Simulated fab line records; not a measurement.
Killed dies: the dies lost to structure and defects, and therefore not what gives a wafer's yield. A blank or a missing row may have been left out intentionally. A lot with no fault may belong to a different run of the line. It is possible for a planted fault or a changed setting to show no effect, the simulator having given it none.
Chamber matching | flow berkeley_cmos170 | UCB170_FIELD_WET_ETCH_05 on wet_bench-01: 3 sister chambers
The step etches Si3N4 in H3PO4, time 12600 s. 3 wafers are shown with their chamber, then 5 later ones without.

== WAFERS, EACH WITH ITS CHAMBER ==
wafer  | chamber | bath_guard_temp_C (C)
L307.6 | 3       | 160.3
L308.6 | 0       | 160.1
L309.1 | 2       | 159.0

== WAFERS WITHOUT THEIR CHAMBER ==
wafer  | bath_guard_temp_C (C)
L309.2 | 159.0
L309.3 | 159.2
L311.1 | 160.4
L311.3 | 160.5
L311.6 | 160.0

== EACH ONE'S CHAMBER ==
wafer  | from the rows above     | in truth
L309.2 | 2                       | 2
L309.3 | 2                       | 2
L311.1 | can't be placed: 3 or 0 | 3
L311.3 | can't be placed: 3 or 0 | 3
L311.6 | can't be placed: 0 or 3 | 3
Correctly placed: 2 of 5. These rows do not allow placing 3 (true chamber among the candidates in 3). 0 placed wrongly.
How it was worked out, from the rows above alone: a wafer's distance from a chamber is the root of the sum, over the readings, of the square of ((its reading less the chamber's mean) divided by the reading's scatter). The wafer belongs to the nearest chamber; if the next one is less than 2 further off, it can't be placed. A chamber's mean is the mean of its shown wafers. The scatter (one wafer shown for each chamber): square how far every hidden wafer sits from the nearest shown wafer, average those squares and take the square root.
